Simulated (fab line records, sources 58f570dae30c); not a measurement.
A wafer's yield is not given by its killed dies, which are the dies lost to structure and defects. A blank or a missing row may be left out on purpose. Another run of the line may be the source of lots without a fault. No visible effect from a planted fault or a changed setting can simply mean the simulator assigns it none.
A single fault, viewed from 2 desks -- flow berkeley cmos170 -- numbers are kept per desk, each desk with only its own; the story behind them comes last

AT THE METROLOGY DESK
What the gauges read for every lot (on any tool): the sampled wafers with a number, averaged. A lot is out of limits, marked OUT, if its mean lies more than 4 standard deviations from the usual mean; the brackets give that distance.
Columns: A = PFIELD_TW at UCB170_PFIELD_TW_MEAS_09, usual 603.3; B = M1_AL_RS at UCB170_M1_RS_MEAS_01, usual 0.0486 ohm/sq
lot,first seen here,A,B
L225,day 5 16:34,603.1,0.0490
L231,day 6 12:35,603.4,0.0482
L228,day 6 12:52,604.8,0.0488
L232,day 6 12:52,601.8,0.0482
L227,day 6 12:57,602.4,0.0484
L229,day 6 13:08,604.6,0.0491
L238,day 7 19:03,590.2 (-5.3) OUT,0.0488
L239,day 7 19:17,604.4,0.0485
L240,day 8 11:16,587.3 (-6.4) OUT,0.0488
L242,day 8 20:14,603.3,0.0491
L243,day 8 20:21,600.7,0.0487
L241,day 8 20:56,604.8,0.0481
L245,day 9 09:10,604.3,0.0492
L246,day 9 19:04,606.3,0.0487
This desk's finding: out of limits on L238, L240; first on L238, day 7 19:03 (PFIELD_TW at UCB170_PFIELD_TW_MEAS_09). In limits: L225, L231, L228, L232, L227, L229, L239, L242, L243, L241, L245, L246.

FOR THE TOOL OWNER'S DESK: implanter-02
The tool's own readings at UCB170_PFIELD_IMPLANT_07, given as means over the sampled wafers that have a number, one for each lot that went through this tool. A lot is out of limits, marked OUT, if its mean lies more than 4 standard deviations from the usual mean; the brackets give that distance.
Columns: A = dose ions cm2 at UCB170_PFIELD_IMPLANT_07, usual 1.9999e+13
lot,first seen here,A
L228,day 6 12:38,2.0015e+13
L229,day 6 12:54,1.9985e+13
L238,day 7 18:48,1.8812e+13 (-49) OUT
L240,day 8 11:01,1.8830e+13 (-49) OUT
Finding of this desk: L238, L240 out of limits; the first was L238 at day 7 18:48, on dose ions cm2 at UCB170_PFIELD_IMPLANT_07. In limits: L228, L229.

ALL TOGETHER
The tool owner's desk had the chance to raise an alarm at day 7 18:48 on L238, L240.
An alarm was possible from the metrology desk at day 7 19:03, on L238, L240.
All the named lots went through UCB170_PFIELD_IMPLANT_07 on implanter-02.

WHAT HAD BEEN PUT IN BY THE SIMULATOR
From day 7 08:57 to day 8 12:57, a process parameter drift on implanter-02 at UCB170_PFIELD_IMPLANT_07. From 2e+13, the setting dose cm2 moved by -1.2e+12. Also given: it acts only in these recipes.
Struck lots among those shown: L238, L240.
Delay (hours) between the fault's onset and each desk's first out-of-limits reading: 10 at the tool owner's desk, 10 at the metrology desk.
